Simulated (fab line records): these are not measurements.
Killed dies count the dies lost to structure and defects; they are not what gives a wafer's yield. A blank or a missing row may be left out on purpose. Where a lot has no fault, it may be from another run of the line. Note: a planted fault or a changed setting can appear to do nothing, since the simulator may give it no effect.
Which tool was responsible? + flow rit cmos + 15 lots, 45 wafers sampled, at 2 steps of a route of 202

WHAT THE GAUGES READ, wafer by wafer
No reading from a measuring or inspecting step in the record can be judged against a usual standard deviation.

EACH LOT AND THE TOOL THAT RAN IT (in order: tool; ch and the chambers of the sampled wafers; start)
| lot  | RIT_PSD_HMDS_00                  | RIT_M1_PROBE_99        |
|------|----------------------------------|------------------------|
| L310 | litho track-04 ch 0, day 3 12:05 | -                      |
| L311 | litho track-03 ch 0, day 3 16:22 | -                      |
| L312 | litho track-02 ch 0, day 3 21:43 | -                      |
| L313 | litho track-04 ch 0, day 4 04:51 | -                      |
| L314 | litho track-02 ch 0, day 4 06:56 | -                      |
| L317 | litho track-02 ch 0, day 4 20:26 | -                      |
| L320 | litho track-02 ch 0, day 5 10:40 | -                      |
| L322 | litho track-02 ch 0, day 5 19:52 | prober-01, day 6 05:17 |
| L324 | litho track-04 ch 0, day 6 06:23 | -                      |
| L326 | litho track-03 ch 0, day 6 14:35 | -                      |
| L327 | litho track-04 ch 0, day 6 22:05 | -                      |
| L328 | litho track-03 ch 0, day 7 03:03 | -                      |
| L330 | litho track-04 ch 0, day 7 11:15 | -                      |
| L331 | litho track-03 ch 0, day 7 14:57 | -                      |
| L332 | litho track-03 ch 0, day 8 01:46 | -                      |
- RIT_PSD_HMDS_00: prime time 60 s.
- RIT_M1_PROBE_99

AS READ BY THE TOOLS THEMSELVES (means over the sampled wafers that have a number; for cases with no such wafer, the mark the record gives instead)
RIT_PSD_HMDS_00. Usual: 140.05 C for prime temp c, sd 0.14.
| lot  | tool           | prime temp c (C) | flag |
|------|----------------|------------------|------|
| L310 | litho track-04 | 140.22           |      |
| L311 | litho track-03 | 140.07           |      |
| L312 | litho track-02 | 139.89           |      |
| L313 | litho track-04 | 140.16           |      |
| L314 | litho track-02 | 140.24           |      |
| L317 | litho track-02 | 150.16           | OFF  |
| L320 | litho track-02 | 150.16           | OFF  |
| L322 | litho track-02 | 150.09           | OFF  |
| L324 | litho track-04 | 140.05           |      |
| L326 | litho track-03 | 139.90           |      |
| L327 | litho track-04 | 140.13           |      |
| L328 | litho track-03 | 140.08           |      |
| L330 | litho track-04 | 140.03           |      |
| L331 | litho track-03 | 139.97           |      |
| L332 | litho track-03 | 140.04           |      |

RIT_M1_PROBE_99. Usual: killed at contacts 0.1, standard deviation 0.3; killed at front end 7, standard deviation 3.3; killed dies 7, standard deviation 3.3; killed open 3.8, standard deviation 2.3; killed short 3.5, standard deviation 2.1.
| lot  | tool      | killed at contacts | killed at front end | killed dies | killed open | killed short | flag |
|------|-----------|--------------------|---------------------|-------------|-------------|--------------|------|
| L322 | prober-01 | 0.0                | 9                   | 9           | 4.7         | 4.0          |      |

THE ANSWER, worked out from the rows above alone
Rule: lot off if the mean of its wafers having a number is beyond 3 standard deviations from the usual mean. Also off: a lot with no number at a reading for which 4 or more lots have one. Where the step has rows for the other lots, those lots are counted as sound. The gauges are gone through in route order, then the tools' own readings, and for those a lot's mean is taken as printed above. At the first step where some lot is off, the reading lying furthest off is the one used; lots without a number count as furthest.
Off at RIT_PSD_HMDS_00 (prime temp c): L317, L320, L322.
A tool fits if, at that step or a process step before it, it ran every lot that is off, and no sound lot after the first of them. One candidate fits, namely litho track-02 at RIT_PSD_HMDS_00. Its last sound lot is L314 (day 4 06:56), its first lot that is off L317 (day 4 20:26): a fault that began between those two fits.
On the lots that are off, the tool's own readings at RIT_PSD_HMDS_00 differ by more than 5 times the standard deviation of the sound lots' means, which bears it out; prime temp c reads 150.14 C there versus 140.06 C on the sound lots.

WHAT THE SIMULATOR HAD INSERTED
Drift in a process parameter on litho track-02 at RIT_PSD_HMDS_00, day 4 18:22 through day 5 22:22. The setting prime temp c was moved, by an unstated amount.
Lots struck among those shown: L317, L320, L322. The rule above reached the same finding.
